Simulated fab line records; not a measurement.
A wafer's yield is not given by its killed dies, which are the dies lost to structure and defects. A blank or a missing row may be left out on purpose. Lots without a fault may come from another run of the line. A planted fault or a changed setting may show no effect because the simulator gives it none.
Commonality check across tools	flow rit_cmos	12 lots, 36 wafers sampled

== REASON IT WAS OPENED ==
Of 12 lots, 1 have the reading ACTIVE_NITRIDE_THK flagged at RIT_ACTIVE_THK_MEAS_04. Wafers without a fault read 150.2 nm, standard deviation 1.2.
Rule: a lot gets a flag if all its wafers with a number sit over 4 standard deviations from that mean, or if no wafer of it has a number. As for the other lots, they are considered sound.

lot	measured	on	ACTIVE_NITRIDE_THK (nm), wafer by wafer	flag
L553	day 1 14:51	film_metro-02	152.2 153.3 151.1	
L554	day 1 20:28	film_metro-03	148.5 148.0 147.3	
L555	day 2 00:49	film_metro-04	149.3 148.6 148.8	
L556	day 2 05:19	film_metro-02	149.3 149.7 149.6	
L557	day 2 09:47	film_metro-04	150.3 149.4 150.5	
L559	day 2 22:19	film_metro-03	186.8 188.1 187.3	FLAGGED
L562	day 3 12:40	film_metro-04	148.8 149.3 149.2	
L563	day 3 17:03	film_metro-03	149.6 151.0 150.8	
L569	day 4 22:59	film_metro-04	150.4 151.2 150.9	
L573	day 5 17:52	film_metro-03	150.7 149.7 150.5	
L575	day 6 04:23	film_metro-04	149.6 150.8 151.0	
L576	day 6 09:23	film_metro-03	147.3 148.7 148.6	
Average over the flagged lots: 187.4 nm; offset from the usual +37.2 nm, equal to +31 standard deviations.

== WHICH TOOL RAN EACH LOT ==
The record holds 1 process step before the reading, out of a route of 202 steps. Each cell gives the tool, then ch followed by the chambers the sampled wafers passed through, then the start.
lot	flag	RIT_ACTIVE_CVD_03
L553		lpcvd-01 ch 1, day 1 13:24
L554		lpcvd-01 ch 0, day 1 19:02
L555		lpcvd-02 ch 1, day 1 23:24
L556		lpcvd-02 ch 1, day 2 03:53
L557		lpcvd-01 ch 1, day 2 08:22
L559	FLAGGED	lpcvd-02 ch 1, day 2 20:11
L562		lpcvd-01 ch 1, day 3 11:14
L563		lpcvd-01 ch 1, day 3 15:38
L569		lpcvd-01 ch 1, day 4 21:34
L573		lpcvd-01 ch 1, day 5 16:26
L575		lpcvd-01 ch 1, day 6 02:58
L576		lpcvd-01 ch 1, day 6 07:58
What the steps here do:
- RIT_ACTIVE_CVD_03: deposits Si3N4 from SiH2Cl2/NH3, target thk 150 nm, time 1500 s.
- RIT_ACTIVE_THK_MEAS_04

== FLAGGED AGAINST TOTAL, ONE TOOL AT A TIME (gauges that did the reading follow at the end) ==
step	tool	lots run	flagged	share of the flagged lots	sound lots run after its first flagged lot
RIT_ACTIVE_CVD_03	lpcvd-01	9	0	none	-
RIT_ACTIVE_CVD_03	lpcvd-02	3	1	all	0
RIT_ACTIVE_THK_MEAS_04	film_metro-02	2	0	none	-
RIT_ACTIVE_THK_MEAS_04	film_metro-03	5	1	all	3 (L563,L573,L576)
RIT_ACTIVE_THK_MEAS_04	film_metro-04	5	0	none	-

== THE TABLE: WHAT IT ALLOWS ==
Every flagged lot went through 2 rows of the table: lpcvd-02 at RIT_ACTIVE_CVD_03 and film_metro-03 at RIT_ACTIVE_THK_MEAS_04.
- lpcvd-02 at RIT_ACTIVE_CVD_03: 1 of its 3 lots flagged. Last sound lot L556 at day 2 03:53, first flagged lot L559 at day 2 20:11; a fault beginning in between fits. Its own readings (spike_tc_centre_C, spike_tc_load_C, spike_tc_source_C) fall more than 4 standard deviations out on all wafers of the flagged lots.
- film_metro-03 at RIT_ACTIVE_THK_MEAS_04: 1 of its 5 lots flagged. Sound lots followed the first flagged one (L563, L573, L576) on it, something a lasting fault affecting the whole tool could not allow.
Left over: one tool, lpcvd-02 at RIT_ACTIVE_CVD_03.

== WHAT HAD BEEN PUT IN BY THE SIMULATOR ==
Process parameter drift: lpcvd-02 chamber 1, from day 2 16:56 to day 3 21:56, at RIT_ACTIVE_CVD_03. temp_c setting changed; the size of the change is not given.
Shown lots that were struck: L559. The rule given above showed the same thing.
